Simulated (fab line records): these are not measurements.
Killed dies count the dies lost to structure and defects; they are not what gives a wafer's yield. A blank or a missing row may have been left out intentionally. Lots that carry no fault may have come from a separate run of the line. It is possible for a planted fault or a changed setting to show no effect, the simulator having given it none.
Which of the tools did it? -- flow rit cmos -- 42 wafers from 14 lots sampled at 5 of the route's 202 steps

## WHAT THE GAUGES READ, wafer by wafer
RIT_NLDD_OVL_MEAS_06.
lot,measured,on,NLDD_OVL (nm)
L673,day 2 21:32,overlay-01,2.3 1.9 -0.7
L675,day 3 05:09,overlay-01,4.5 3.9 4.4
L677,day 3 14:12,overlay-01,0.6 1.2 2.7
L678,day 3 18:02,overlay-01,1.7 1.7 1.1
L679,day 4 02:04,overlay-01,1.6 1.9 1.6
L680,day 4 08:56,overlay-02,1.7 2.1 2.7
L681,day 4 11:25,overlay-01,2.4 1.2 1.3
L682,day 4 14:58,overlay-01,-0.2 -1.5 -0.8
L683,day 4 20:32,overlay-01,0.6 -0.2 0.0
L690,day 6 18:58,overlay-01,0.1 1.8 0.5
L691,day 6 19:13,overlay-02,-0.6 0.2 -0.3
L692,day 7 08:29,overlay-01,0.1 1.8 0.8
L694,day 8 05:02,overlay-02,1.9 1.4 2.2
L696,day 8 16:04,overlay-01,2.9 1.7 4.2

RIT_M1_CD_MEAS_09: target cd 2600 nm.
lot,measured,on,cd nm (nm)
L673,day 3 10:50,cd sem-02,2598.3 2597.9 2598.1
L675,day 3 18:18,cd sem-01,2600.9 2601.5 2600.6
L677,day 4 03:08,cd sem-01,2602.5 2603.0 2603.7
L678,day 4 06:57,cd sem-02,2600.3 2601.3 2600.4
L679,day 4 15:06,cd sem-01,2598.9 2600.2 2602.7
L680,day 4 22:07,cd sem-02,2599.4 2600.2 2600.2
L681,day 5 00:34,cd sem-02,2593.1 2596.0 2594.3
L682,day 5 03:40,cd sem-01,2599.1 2600.0 2598.5
L683,day 5 10:42,cd sem-01,2598.2 2600.4 2598.1
L690,day 7 07:58,cd sem-01,2534.2 2532.1 2530.8
L691,day 7 08:13,cd sem-02,2597.9 2599.5 2599.2
L692,day 7 21:24,cd sem-01,2529.2 2530.1 2529.1
L694,day 8 18:41,cd sem-02,2597.3 2598.9 2599.7
L696,day 9 05:59,cd sem-01,2600.1 2598.4 2598.6

## TOOL THAT RAN EACH LOT (tool first, then ch and the chambers of the sampled wafers, then the start)
lot,RIT_CONTACT_CVD_00,RIT_CONTACT_ETCH_11,RIT_M1_COAT_04
L673,"pecvd-03 ch 0,1,2, day 3 07:10","rie diel-01 ch 0,1,3, day 3 08:31","litho track-03 ch 0, day 3 10:07"
L675,"pecvd-04 ch 0,1,2, day 3 14:22","rie diel-03 ch 1,2,3, day 3 15:53","litho track-03 ch 0, day 3 17:24"
L677,"pecvd-01 ch 0,1,2, day 3 23:31","rie diel-01 ch 1,2,3, day 4 00:55","litho track-03 ch 0, day 4 02:25"
L678,"pecvd-04 ch 0,2, day 4 03:11","rie diel-02 ch 1,2, day 4 04:43","litho track-03 ch 0, day 4 06:14"
L679,"pecvd-03 ch 1,2, day 4 11:19","rie diel-02 ch 0,1, day 4 12:41","litho track-03 ch 0, day 4 14:23"
L680,"pecvd-01 ch 0,1,2, day 4 18:09","rie diel-03 ch 0,1,2, day 4 19:40","litho track-04 ch 0, day 4 21:10"
L681,"pecvd-04 ch 1,2, day 4 20:32","rie diel-01 ch 0,3, day 4 22:01","litho track-03 ch 0, day 4 23:35"
L682,"pecvd-03 ch 0,1,2, day 4 23:52","rie diel-03 ch 2,3, day 5 01:18","litho track-02 ch 0, day 5 02:49"
L683,"pecvd-01 ch 0,1, day 5 06:49","rie diel-02 ch 0,1,3, day 5 08:20","litho track-04 ch 0, day 5 09:51"
L690,"pecvd-04 ch 0,1, day 7 04:06","rie diel-03 ch 2,3, day 7 05:37","litho track-03 ch 0, day 7 07:07"
L691,"pecvd-01 ch 0,2, day 7 04:20","rie diel-01 ch 0,1, day 7 05:51","litho track-02 ch 0, day 7 07:23"
L692,"pecvd-03 ch 0,1,2, day 7 17:38","rie diel-01 ch 0,1,3, day 7 19:01","litho track-03 ch 0, day 7 20:40"
L694,"pecvd-01 ch 0,2, day 8 14:56","rie diel-03 ch 0,1,3, day 8 16:20","litho track-04 ch 0, day 8 17:49"
L696,"pecvd-04 ch 0,1, day 9 01:41","rie diel-01 ch 0,1,3, day 9 03:38","litho track-04 ch 0, day 9 05:08"
- RIT_CONTACT_CVD_00: deposits SiO2 from TEOS, target thk 400 nm, time 61 s.
- RIT_CONTACT_ETCH_11: etches SiO2 in CHF3/CF4/Ar, stops on TiSi2, target depth 480 nm, time 320 s.
- RIT_M1_COAT_04: resist thk 1300 nm.

## WHAT THE TOOLS THEMSELVES READ (means of the sampled wafers that have a number; where no wafer has one, the mark that the record gives instead)
RIT_CONTACT_CVD_00.
lot,tool,heater power w (W),rf fwd power W (W),susceptor temp C (C)
L673,pecvd-03,309,396.8,389.92
L675,pecvd-04,297,395.5,390.01
L677,pecvd-01,299,396.7,389.95
L678,pecvd-04,242,397.0,390.00
L679,pecvd-03,290,397.9,390.10
L680,pecvd-01,300,399.3,390.11
L681,pecvd-04,302,395.3,389.90
L682,pecvd-03,302,396.3,389.85
L683,pecvd-01,252,397.3,389.74
L690,pecvd-04,308,396.9,390.12
L691,pecvd-01,301,397.3,389.98
L692,pecvd-03,275,397.0,389.86
L694,pecvd-01,269,396.9,389.92
L696,pecvd-04,286,395.5,390.01

RIT_CONTACT_ETCH_11.
lot,tool,O2_flow_sccm (sccm),chamber pressure mTorr (mTorr),drypump motor current A (A),oes product au (a.u.),rf fwd power W (W),throttle valve pct (%)
L673,rie diel-01,4.999,100.05,5.7,0.982,200.0,8.78
L675,rie diel-03,4.993,99.93,5.5,1.002,199.9,8.81
L677,rie diel-01,4.995,100.00,5.9,0.972,199.9,8.79
L678,rie diel-02,5.005,99.91,5.3,0.994,199.6,8.84
L679,rie diel-02,4.997,99.98,5.1,0.982,199.5,8.95
L680,rie diel-03,5.007,99.97,5.4,0.991,200.0,8.85
L681,rie diel-01,5.007,100.12,5.8,0.988,199.9,8.77
L682,rie diel-03,5.004,100.00,5.6,0.992,199.8,8.85
L683,rie diel-02,4.990,100.04,5.4,0.979,199.8,8.88
L690,rie diel-03,4.991,100.03,5.5,0.996,199.7,8.83
L691,rie diel-01,4.998,99.97,5.8,0.986,199.3,8.90
L692,rie diel-01,4.995,99.94,5.7,0.985,199.6,8.79
L694,rie diel-03,4.997,99.96,5.2,0.995,199.2,8.82
L696,rie diel-01,5.010,100.04,5.8,0.979,199.0,8.79

## THE ANSWER, worked out from the rows above alone
Rule: what is usual is taken from the lots themselves. Put in order of their means at a reading, lots are off if they are a third of the lots or fewer, leave a main group of 4 or more, and stand apart from it by a gap of 3 or more times the standard deviation of the main group's means; of several such gaps the widest counts. A main group whose means are all the same, to the digits that the tables above print for the reading, isn't used. A lot without any number at a reading at which 4 lots or more have one is off too. All remaining lots with rows at the step are treated as sound. Order of review: gauges by route order, followed by the tools' own readings, for which a lot's mean as printed above is used. The first step at which some lot is off is used, and at that step the reading that is off furthest; a lot without a number counts as furthest.
Off: L690, L692 (RIT_M1_CD_MEAS_09, cd nm). The main group: mean 2599.4 nm, standard deviation 2.
A tool fits if, at a process step before that reading, it ran every lot that is off, and no sound lot after the first of them. Those tools and the gauges at RIT_M1_CD_MEAS_09 are tried in the same way. One candidate fits, namely litho track-03 at RIT_M1_COAT_04. A fault onset in the window from L681 (day 4 23:35, its last sound lot) to L690 (day 7 07:07, its first lot off) fits.

## WHAT THE SIMULATOR HAD INSERTED
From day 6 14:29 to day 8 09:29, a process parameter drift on litho track-03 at RIT_M1_COAT_04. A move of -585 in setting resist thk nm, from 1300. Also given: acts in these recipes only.
Struck lots among those shown: L690, L692. The rule given above showed the same thing.
